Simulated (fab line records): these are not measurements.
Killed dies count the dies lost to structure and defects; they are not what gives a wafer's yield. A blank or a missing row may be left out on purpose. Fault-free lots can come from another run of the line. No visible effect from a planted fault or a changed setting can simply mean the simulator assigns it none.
Which tool did it? || flow berkeley-cmos170 || 36 wafers from 12 lots sampled at 3 of the route's 331 steps

WHAT THE GAUGES SHOWED, per wafer
UCB170_PWELL_THK_MEAS_03. Usual: PWELL_OXIDE_THK typically reads 26.8 nm, with standard deviation 0.62.
{"lot": "L473", "measured": "day 3 01:26", "on": "film-metro-01", "PWELL_OXIDE_THK (nm)": "27.7 27.4 27.5", "flag": ""}
{"lot": "L474", "measured": "day 3 11:28", "on": "film-metro-02", "PWELL_OXIDE_THK (nm)": "26.6 26.5 26.5", "flag": ""}
{"lot": "L475", "measured": "day 3 11:28", "on": "film-metro-04", "PWELL_OXIDE_THK (nm)": "27.8 28.0 27.7", "flag": ""}
{"lot": "L476", "measured": "day 4 02:52", "on": "film-metro-02", "PWELL_OXIDE_THK (nm)": "28.1 27.9 28.2", "flag": ""}
{"lot": "L477", "measured": "day 4 02:52", "on": "film-metro-04", "PWELL_OXIDE_THK (nm)": "26.9 26.4 27.4", "flag": ""}
{"lot": "L478", "measured": "day 4 11:23", "on": "film-metro-04", "PWELL_OXIDE_THK (nm)": "27.6 27.2 27.7", "flag": ""}
{"lot": "L487", "measured": "day 5 21:34", "on": "film-metro-04", "PWELL_OXIDE_THK (nm)": "29.1 29.2 29.2", "flag": "OFF"}
{"lot": "L491", "measured": "day 6 17:27", "on": "film-metro-02", "PWELL_OXIDE_THK (nm)": "27.0 26.7 27.3", "flag": ""}
{"lot": "L490", "measured": "day 6 17:28", "on": "film-metro-04", "PWELL_OXIDE_THK (nm)": "28.6 29.2 28.6", "flag": "OFF"}
{"lot": "L492", "measured": "day 7 07:31", "on": "film-metro-01", "PWELL_OXIDE_THK (nm)": "27.2 26.6 27.1", "flag": ""}
{"lot": "L494", "measured": "day 7 14:22", "on": "film-metro-01", "PWELL_OXIDE_THK (nm)": "26.5 26.2 26.3", "flag": ""}
{"lot": "L496", "measured": "day 8 00:19", "on": "film-metro-02", "PWELL_OXIDE_THK (nm)": "26.2 26.0 26.4", "flag": ""}

UCB170_PWELL_OVL_MEAS_13. Usual: PWELL_OVL typically reads -6 nm, with standard deviation 5.2.
{"lot": "L473", "measured": "day 3 12:23", "on": "overlay-01", "PWELL_OVL (nm)": "-4 -15 2", "flag": ""}
{"lot": "L474", "measured": "day 3 20:57", "on": "overlay-01", "PWELL_OVL (nm)": "-10 -3 -7", "flag": ""}
{"lot": "L475", "measured": "day 3 20:43", "on": "overlay-02", "PWELL_OVL (nm)": "-4 -19 -7", "flag": ""}
{"lot": "L476", "measured": "day 4 11:28", "on": "overlay-01", "PWELL_OVL (nm)": "-4 -11 -16", "flag": ""}
{"lot": "L477", "measured": "day 4 11:20", "on": "overlay-02", "PWELL_OVL (nm)": "-9 -8 -1", "flag": ""}
{"lot": "L478", "measured": "day 4 20:53", "on": "overlay-01", "PWELL_OVL (nm)": "-18 -8 -10", "flag": ""}
{"lot": "L487", "measured": "day 6 06:31", "on": "overlay-02", "PWELL_OVL (nm)": "3 6 -2", "flag": ""}
{"lot": "L491", "measured": "day 7 03:16", "on": "overlay-01", "PWELL_OVL (nm)": "-10 -9 -16", "flag": ""}
{"lot": "L490", "measured": "day 7 03:31", "on": "overlay-02", "PWELL_OVL (nm)": "-18 -8 -6", "flag": ""}
{"lot": "L492", "measured": "day 7 14:55", "on": "overlay-02", "PWELL_OVL (nm)": "1 -5 -3", "flag": ""}
{"lot": "L494", "measured": "day 8 01:24", "on": "overlay-01", "PWELL_OVL (nm)": "-5 -13 -2", "flag": ""}
{"lot": "L496", "measured": "day 8 10:43", "on": "overlay-01", "PWELL_OVL (nm)": "-11 -14 -6", "flag": ""}

TOOL THAT RAN EACH LOT (tool first, then ch and the chambers of the sampled wafers, then the start)
{"lot": "L473", "UCB170_NWELL_STRIP_15": "plasma-asher-02 ch 0,1, day 2 10:06"}
{"lot": "L474", "UCB170_NWELL_STRIP_15": "plasma-asher-02 ch 0,1, day 3 00:39"}
{"lot": "L475", "UCB170_NWELL_STRIP_15": "plasma-asher-04 ch 0,1, day 3 00:53"}
{"lot": "L476", "UCB170_NWELL_STRIP_15": "plasma-asher-02 ch 1, day 3 14:37"}
{"lot": "L477", "UCB170_NWELL_STRIP_15": "plasma-asher-01 ch 0,1, day 3 14:41"}
{"lot": "L478", "UCB170_NWELL_STRIP_15": "plasma-asher-01 ch 0,1, day 4 01:23"}
{"lot": "L487", "UCB170_NWELL_STRIP_15": "plasma-asher-02 ch 0,1, day 5 09:20"}
{"lot": "L491", "UCB170_NWELL_STRIP_15": "plasma-asher-02 ch 0,1, day 6 06:40"}
{"lot": "L490", "UCB170_NWELL_STRIP_15": "plasma-asher-01 ch 0,1, day 6 06:41"}
{"lot": "L492", "UCB170_NWELL_STRIP_15": "plasma-asher-02 ch 0,1, day 6 18:58"}
{"lot": "L494", "UCB170_NWELL_STRIP_15": "plasma-asher-01 ch 0,1, day 7 03:17"}
{"lot": "L496", "UCB170_NWELL_STRIP_15": "plasma-asher-01 ch 0,1, day 7 12:01"}
- UCB170_NWELL_STRIP_15: strips in O2.

WHAT THE TOOLS THEMSELVES READ (means of the sampled wafers that have a number; where no wafer has one, the mark that the record gives instead)
UCB170_NWELL_STRIP_15. Usual: drypump-motor-current-A 5.5 A, standard deviation 0.6; oes-product-au 0.721 a.u., standard deviation 0.0044; strip-time-to-endpoint-s 18.12 s, standard deviation 0.067.
{"lot": "L473", "tool": "plasma-asher-02", "drypump-motor-current-A (A)": 5.0, "oes-product-au (a.u.)": 0.720, "strip-time-to-endpoint-s (s)": 18.11, "flag": ""}
{"lot": "L474", "tool": "plasma-asher-02", "drypump-motor-current-A (A)": 5.0, "oes-product-au (a.u.)": 0.718, "strip-time-to-endpoint-s (s)": 18.16, "flag": ""}
{"lot": "L475", "tool": "plasma-asher-04", "drypump-motor-current-A (A)": 6.2, "oes-product-au (a.u.)": 0.727, "strip-time-to-endpoint-s (s)": 18.12, "flag": ""}
{"lot": "L476", "tool": "plasma-asher-02", "drypump-motor-current-A (A)": 4.8, "oes-product-au (a.u.)": 0.719, "strip-time-to-endpoint-s (s)": 18.14, "flag": ""}
{"lot": "L477", "tool": "plasma-asher-01", "drypump-motor-current-A (A)": 5.4, "oes-product-au (a.u.)": 0.718, "strip-time-to-endpoint-s (s)": 18.07, "flag": ""}
{"lot": "L478", "tool": "plasma-asher-01", "drypump-motor-current-A (A)": 5.3, "oes-product-au (a.u.)": 0.721, "strip-time-to-endpoint-s (s)": 18.00, "flag": ""}
{"lot": "L487", "tool": "plasma-asher-02", "drypump-motor-current-A (A)": 5.0, "oes-product-au (a.u.)": 0.723, "strip-time-to-endpoint-s (s)": 18.12, "flag": ""}
{"lot": "L491", "tool": "plasma-asher-02", "drypump-motor-current-A (A)": 5.2, "oes-product-au (a.u.)": 0.722, "strip-time-to-endpoint-s (s)": 18.21, "flag": ""}
{"lot": "L490", "tool": "plasma-asher-01", "drypump-motor-current-A (A)": 5.7, "oes-product-au (a.u.)": 0.723, "strip-time-to-endpoint-s (s)": 18.21, "flag": ""}
{"lot": "L492", "tool": "plasma-asher-02", "drypump-motor-current-A (A)": 5.0, "oes-product-au (a.u.)": 0.722, "strip-time-to-endpoint-s (s)": 18.17, "flag": ""}
{"lot": "L494", "tool": "plasma-asher-01", "drypump-motor-current-A (A)": 5.4, "oes-product-au (a.u.)": 0.719, "strip-time-to-endpoint-s (s)": 18.11, "flag": ""}
{"lot": "L496", "tool": "plasma-asher-01", "drypump-motor-current-A (A)": 5.8, "oes-product-au (a.u.)": 0.718, "strip-time-to-endpoint-s (s)": 18.09, "flag": ""}

THE ANSWER, worked out from the rows above alone
Rule: a lot is off if the mean of its wafers that have a number lies more than 3 standard deviations from the usual mean. Also off: a lot with no number at a reading for which 4 or more lots have one. All remaining lots with rows at the step are treated as sound. The gauges are gone through in route order, then the tools' own readings, and for those a lot's mean is taken as printed above. The first step at which some lot is off is used, and at that step the reading that is off furthest; a lot without a number counts as furthest.
Off: L487, L490, seen at UCB170_PWELL_THK_MEAS_03 (PWELL_OXIDE_THK).
A tool fits if, at a process step before that reading, it ran every lot that is off, and no sound lot after the first of them. The gauges at UCB170_PWELL_THK_MEAS_03 are tried like those tools. One fits: UCB170_PWELL_THK_MEAS_03 on film-metro-04. A fault onset in the window from L478 (day 4 11:23, its last sound lot) to L487 (day 5 21:34, its first lot off) fits.

WHAT HAD BEEN PUT IN BY THE SIMULATOR
Metrology matching offset: film-metro-04, from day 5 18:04 on, at UCB170_PWELL_THK_MEAS_03. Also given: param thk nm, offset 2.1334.
Shown lots that were struck: L487, L490. The rule given above showed the same thing.
